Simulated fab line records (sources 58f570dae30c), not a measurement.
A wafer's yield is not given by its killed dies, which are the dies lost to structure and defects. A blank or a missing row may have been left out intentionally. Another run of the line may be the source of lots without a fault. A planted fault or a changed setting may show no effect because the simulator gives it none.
Which tool did it?    flow berkeley-cmos170    15 lots with 45 wafers sampled at 5 steps, on a route of 331 steps

== WHAT THE GAUGES READ, wafer by wafer ==
UCB170_WELLDRIVE_THK_MEAS_02.
lot   measured     on             WELLDRIVE_OXIDE_THK (nm)
L231  day 3 14:11  film-metro-02  200 197 200
L232  day 3 19:30  film-metro-01  200 201 200
L235  day 4 06:18  film-metro-01  197 197 198
L234  day 4 06:19  film-metro-03  196 196 196
L236  day 4 06:19  film-metro-02  197 196 195
L237  day 4 16:59  film-metro-01  197 201 200
L238  day 5 00:43  film-metro-03  197 198 201
L243  day 6 02:20  film-metro-02  197 200 202
L245  day 6 15:36  film-metro-01  190 193 191
L247  day 7 00:32  film-metro-02  195 197 198
L249  day 7 05:08  film-metro-03  193 196 191
L248  day 7 05:08  film-metro-02  194 193 192
L251  day 8 01:31  film-metro-02  203 201 202
L252  day 8 05:00  film-metro-01  203 202 202
L253  day 8 07:50  film-metro-01  193 196 198

UCB170_GATE_OVL_MEAS_13.
lot   measured      on          GATE_OVL (nm)
L231  day 6 13:29   overlay-02  10 -3 1
L232  day 6 13:28   overlay-01  -12 -8 -8
L235  day 7 04:35   overlay-02  -12 -9 -6
L234  day 7 04:53   overlay-01  -3 2 2
L236  day 7 05:10   overlay-02  3 -7 -4
L237  day 7 16:35   overlay-02  -2 -8 -3
L238  day 7 21:23   overlay-02  -4 4 1
L243  day 8 21:06   overlay-01  -4 -2 -5
L245  day 9 13:06   overlay-01  4 -4 7
L247  day 9 13:13   overlay-02  2 -6 -1
L249  day 9 20:46   overlay-01  5 1 4
L248  day 9 20:53   overlay-02  -2 -6 -10
L251  day 10 17:35  overlay-02  -3 2 -4
L252  day 11 03:34  overlay-02  6 14 -3
L253  day 11 03:19  overlay-01  -4 -11 -14

UCB170_M3_OVL_MEAS_16.
lot   measured      on          M3_OVL (nm)
L231  day 8 08:07   overlay-02  -4 -1 -4
L232  day 8 08:24   overlay-02  0 0 -1
L235  day 8 17:37   overlay-01  9 5 5
L234  day 8 17:31   overlay-02  6 0 9
L236  day 8 16:43   overlay-01  -3 6 -5
L237  day 9 11:04   overlay-01  -2 -7 -8
L238  day 9 12:03   overlay-02  1 -1 1
L243  day 10 12:56  overlay-01  3 7 8
L245  day 11 09:37  overlay-01  -4 -2 -4
L247  day 11 09:29  overlay-02  1 0 -5
L249  day 11 09:20  overlay-01  6 10 10
L248  day 11 09:46  overlay-02  -6 -4 -2
L251  day 12 12:35  overlay-02  -2 1 3
L252  day 12 19:25  overlay-01  -5 1 -3
L253  day 12 16:25  overlay-01  11 9 6

== EACH LOT AND THE TOOL THAT RAN IT (in order: tool; ch and the chambers of the sampled wafers; start) ==
lot   UCB170_PWELL_ETCH_14               UCB170_PWELL_STRIP_16
L231  rie-diel-04 ch 1,2,3, day 3 04:16  plasma-asher-02 ch 0,1, day 3 04:31
L232  rie-diel-01 ch 2,3, day 3 04:49    plasma-asher-01 ch 0,1, day 3 05:04
L235  rie-diel-01 ch 0,1,2, day 3 18:26  plasma-asher-02 ch 0,1, day 3 18:41
L234  rie-diel-04 ch 0,1,2, day 3 18:31  plasma-asher-01 ch 0,1, day 3 18:46
L236  rie-diel-01 ch 0,1, day 3 18:47    plasma-asher-02 ch 0,1, day 3 19:02
L237  rie-diel-04 ch 0,1,2, day 4 04:59  plasma-asher-02 ch 0,1, day 4 05:16
L238  rie-diel-01 ch 0,1,2, day 4 10:32  plasma-asher-02 ch 0,1, day 4 10:49
L243  rie-diel-04 ch 0,1,3, day 5 14:02  plasma-asher-03 ch 0,1, day 5 14:17
L245  rie-diel-04 ch 0,2,3, day 6 04:42  plasma-asher-03 ch 0,1, day 6 04:58
L247  rie-diel-03 ch 0,2, day 6 11:55    plasma-asher-01 ch 0,1, day 6 12:10
L249  rie-diel-03 ch 0,2,3, day 6 16:38  plasma-asher-01 ch 0,1, day 6 16:53
L248  rie-diel-04 ch 0,2,3, day 6 16:55  plasma-asher-03 ch 0,1, day 6 17:10
L251  rie-diel-04 ch 1,2, day 7 13:43    plasma-asher-03 ch 0,1, day 7 13:59
L252  rie-diel-01 ch 0,2,3, day 7 14:53  plasma-asher-01 ch 0,1, day 7 15:08
L253  rie-diel-01 ch 0,2,3, day 7 20:10  plasma-asher-02 ch 0,1, day 7 20:25
- UCB170_PWELL_ETCH_14: etches Si3N4 in CH3F/Ar/O2, stops on SiO2, target depth 242 nm, time 151 s.
- UCB170_PWELL_STRIP_16: strips in O2.

== AS READ BY THE TOOLS THEMSELVES (means over the sampled wafers that have a number; for cases with no such wafer, the mark the record gives instead) ==
UCB170_PWELL_ETCH_14.
lot   tool         chamber-pressure-mTorr (mTorr)  drypump-motor-current-A (A)  oes-product-au (a.u.)  throttle-valve-pct (%)
L231  rie-diel-04  50.04                           5.40                         0.929                  8.12
L232  rie-diel-01  49.99                           5.62                         0.942                  8.17
L235  rie-diel-01  50.02                           5.29                         0.935                  8.05
L234  rie-diel-04  49.95                           5.52                         0.942                  8.09
L236  rie-diel-01  50.01                           5.14                         0.923                  8.08
L237  rie-diel-04  50.03                           5.52                         0.933                  8.09
L238  rie-diel-01  50.00                           5.30                         0.927                  8.04
L243  rie-diel-04  50.07                           5.34                         0.937                  8.16
L245  rie-diel-04  50.03                           5.36                         0.941                  8.05
L247  rie-diel-03  50.01                           5.85                         0.938                  8.07
L249  rie-diel-03  50.00                           5.68                         0.929                  8.08
L248  rie-diel-04  49.98                           5.36                         0.932                  8.05
L251  rie-diel-04  49.97                           5.57                         0.948                  8.17
L252  rie-diel-01  49.95                           5.40                         0.941                  8.06
L253  rie-diel-01  50.00                           5.39                         0.938                  8.06

UCB170_PWELL_STRIP_16.
lot   tool             chamber-pressure-mTorr (mTorr)  drypump-motor-current-A (A)  oes-product-au (a.u.)  strip-time-to-endpoint-s (s)
L231  plasma-asher-02  3497                            5.73                         0.720                  18.03
L232  plasma-asher-01  3500                            6.09                         0.723                  18.06
L235  plasma-asher-02  3502                            5.87                         0.725                  17.91
L234  plasma-asher-01  3502                            6.19                         0.722                  18.02
L236  plasma-asher-02  3498                            5.88                         0.721                  18.03
L237  plasma-asher-02  3502                            5.74                         0.721                  18.01
L238  plasma-asher-02  3500                            5.74                         0.720                  17.98
L243  plasma-asher-03  3500                            5.68                         0.721                  18.07
L245  plasma-asher-03  3500                            5.68                         0.725                  18.05
L247  plasma-asher-01  3501                            6.18                         0.722                  17.99
L249  plasma-asher-01  3497                            6.16                         0.722                  18.08
L248  plasma-asher-03  3498                            5.86                         0.721                  18.12
L251  plasma-asher-03  3497                            5.86                         0.716                  18.08
L252  plasma-asher-01  3498                            6.17                         0.717                  18.14
L253  plasma-asher-02  3499                            5.75                         0.720                  18.09

== THE ANSWER, worked out from the rows above alone ==
Rule: the usual values come from the lots themselves. Put in order of their means at a reading, lots are off if they are a third of the lots or fewer, leave a main group of 4 or more, and stand apart from it by a gap of 3 or more times the standard deviation of the main group's means; of several such gaps the widest counts. A main group whose means are all the same, to the digits that the tables above print for the reading, isn't used. Also off: a lot with no number at a reading for which 4 or more lots have one. The other lots that the step has rows for count as sound. The gauges are gone through in route order, then the tools' own readings, and for those a lot's mean is taken as printed above. The first step at which some lot is off is used, and at that step the reading that is off furthest; a lot without a number counts as furthest.
No lot is off at any reading shown: from this, nothing can be told.

== WHAT THE SIMULATOR PUT IN ==
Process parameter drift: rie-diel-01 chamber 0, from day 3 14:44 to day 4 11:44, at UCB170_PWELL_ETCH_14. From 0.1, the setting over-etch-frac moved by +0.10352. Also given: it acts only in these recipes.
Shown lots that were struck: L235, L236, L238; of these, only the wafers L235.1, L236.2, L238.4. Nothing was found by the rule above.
